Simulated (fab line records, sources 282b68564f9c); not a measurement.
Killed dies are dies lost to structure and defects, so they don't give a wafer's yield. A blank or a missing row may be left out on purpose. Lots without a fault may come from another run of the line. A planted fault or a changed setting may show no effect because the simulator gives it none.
Which tool did it? | flow rit_cmos | 7 lots, 21 wafers sampled, at 2 steps of a route of 202

WHAT THE GAUGES READ, wafer by wafer
RIT_NWELL_TW_MEAS_10.
lot  | measured    | on            | NWELL_TW
L461 | day 2 03:03 | film_metro-01 | 2146 2144 2142
L463 | day 2 14:38 | film_metro-03 | 2141 2130 2135
L465 | day 3 00:00 | film_metro-03 | 2118 2112 2128
L469 | day 3 18:35 | film_metro-01 | 2317 2325 2315
L473 | day 4 15:26 | film_metro-02 | 2325 2351 2336
L476 | day 5 07:04 | film_metro-03 | 2126 2121 2137
L478 | day 5 17:32 | film_metro-01 | 2130 2128 2146

WHICH TOOL RAN EACH LOT (tool, then ch and the chambers of the sampled wafers, then the start)
lot  | RIT_NWELL_IMPLANT_08
L461 | implanter-03 ch 0, day 2 02:44
L463 | implanter-02 ch 0, day 2 14:20
L465 | implanter-01 ch 0, day 2 23:40
L469 | implanter-02 ch 0, day 3 18:16
L473 | implanter-02 ch 0, day 4 15:07
L476 | implanter-03 ch 0, day 5 06:44
L478 | implanter-03 ch 0, day 5 17:13
- RIT_NWELL_IMPLANT_08

THE ANSWER, worked out from the rows above alone
Rule: what is usual is taken from the lots themselves. Put in order of their means at a reading, lots are off if they are a third of the lots or fewer, leave a main group of 4 or more, and stand apart from it by a gap of 3 or more times the standard deviation of the main group's means; of several such gaps the widest counts. A main group whose means are all the same, to the digits that the tables above print for the reading, isn't used. A lot without any number at a reading at which 4 lots or more have one is off too. The other lots that the step has rows for count as sound.
Off: L469, L473, at RIT_NWELL_TW_MEAS_10 (NWELL_TW). The main group: mean 2132, standard deviation 8.2.
A tool fits if, at a process step before that reading, it ran every lot that is off, and no sound lot after the first of them. The gauges at RIT_NWELL_TW_MEAS_10 are tried like those tools. One fits: implanter-02 at RIT_NWELL_IMPLANT_08. Its last sound lot is L463 (day 2 14:20), its first lot that is off L469 (day 3 18:16): a fault that began between those two fits.

WHAT THE SIMULATOR HAD PUT IN
Process parameter drift: implanter-02, from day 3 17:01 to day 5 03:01, at RIT_NWELL_IMPLANT_08. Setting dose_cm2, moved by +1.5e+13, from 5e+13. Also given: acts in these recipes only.
Lots struck among those shown: L469, L473. The rule above found the same.
